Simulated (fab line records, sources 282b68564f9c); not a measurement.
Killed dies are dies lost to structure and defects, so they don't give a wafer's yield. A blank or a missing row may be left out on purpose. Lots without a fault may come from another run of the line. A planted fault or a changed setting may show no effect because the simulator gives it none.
Which tool did it? | flow rit_cmos | 10 lots, 30 wafers sampled, at 3 steps of a route of 202

WHAT THE GAUGES READ, wafer by wafer
RIT_M1_CD_MEAS_09: target cd 2600 nm.
lot  | measured    | on        | cd_nm (nm)
L297 | day 3 08:36 | cd_sem-01 | 2599.7 2600.0 2599.2
L298 | day 3 14:27 | cd_sem-02 | 2599.5 2600.9 2601.8
L299 | day 3 18:38 | cd_sem-02 | 2596.5 2599.9 2597.6
L300 | day 4 02:28 | cd_sem-02 | 2598.8 2599.7 2599.0
L306 | day 5 08:34 | cd_sem-01 | 2599.4 2600.5 2600.4
L308 | day 5 17:53 | cd_sem-02 | 2590.1 2593.8 2594.3
L314 | day 7 01:17 | cd_sem-01 | 2601.1 2598.1 2599.0
L317 | day 7 16:16 | cd_sem-02 | 2598.8 2597.6 2598.2
L319 | day 7 23:37 | cd_sem-02 | 2596.7 2595.6 2597.5
L320 | day 8 07:09 | cd_sem-01 | 2599.1 2597.7 2597.1

WHICH TOOL RAN EACH LOT (tool, then ch and the chambers of the sampled wafers, then the start)
lot  | RIT_CONTACT_CVD_00             | RIT_M1_EXPOSE_06
L297 | pecvd-01 ch 1,2, day 3 05:01   | iline_stepper-02 ch 0, day 3 08:10
L298 | pecvd-03 ch 0,2, day 3 10:33   | iline_stepper-01 ch 0, day 3 13:52
L299 | pecvd-02 ch 0,1, day 3 15:01   | iline_stepper-01 ch 0, day 3 18:13
L300 | pecvd-01 ch 1,2, day 3 22:33   | iline_stepper-02 ch 0, day 4 02:02
L306 | pecvd-01 ch 1, day 5 04:38     | iline_stepper-02 ch 0, day 5 08:07
L308 | pecvd-02 ch 0,1,2, day 5 14:09 | iline_stepper-01 ch 0, day 5 17:27
L314 | pecvd-02 ch 0,1, day 6 21:25   | iline_stepper-02 ch 0, day 7 00:50
L317 | pecvd-02 ch 0,1,2, day 7 12:21 | iline_stepper-02 ch 0, day 7 15:50
L319 | pecvd-03 ch 0,1, day 7 19:46   | iline_stepper-02 ch 0, day 7 23:11
L320 | pecvd-02 ch 0,1,2, day 8 03:07 | iline_stepper-02 ch 0, day 8 06:43
- RIT_CONTACT_CVD_00: deposits SiO2 from TEOS, target thk 400 nm, time 63.48 s.
- RIT_M1_EXPOSE_06: exposes mask M12, target cd 2600 nm.

THE ANSWER, worked out from the rows above alone
Rule: what is usual is taken from the lots themselves. Put in order of their means at a reading, lots are off if they are a third of the lots or fewer, leave a main group of 4 or more, and stand apart from it by a gap of 3 or more times the standard deviation of the main group's means; of several such gaps the widest counts. A main group whose means are all the same, to the digits that the tables above print for the reading, isn't used. A lot without any number at a reading at which 4 lots or more have one is off too. The other lots that the step has rows for count as sound.
Off: L308, at RIT_M1_CD_MEAS_09 (cd_nm). The main group: mean 2598.9 nm, standard deviation 1.2.
A tool fits if, at a process step before that reading, it ran every lot that is off, and no sound lot after the first of them. The gauges at RIT_M1_CD_MEAS_09 are tried like those tools. One fits: iline_stepper-01 at RIT_M1_EXPOSE_06. Its last sound lot is L299 (day 3 18:13), its first lot that is off L308 (day 5 17:27): a fault that began between those two fits.

WHAT THE SIMULATOR HAD PUT IN
Process parameter drift: iline_stepper-01, from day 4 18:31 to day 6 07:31, at RIT_M1_EXPOSE_06. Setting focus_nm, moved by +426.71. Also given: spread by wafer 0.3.
Lots struck among those shown: L308. The rule above found the same.
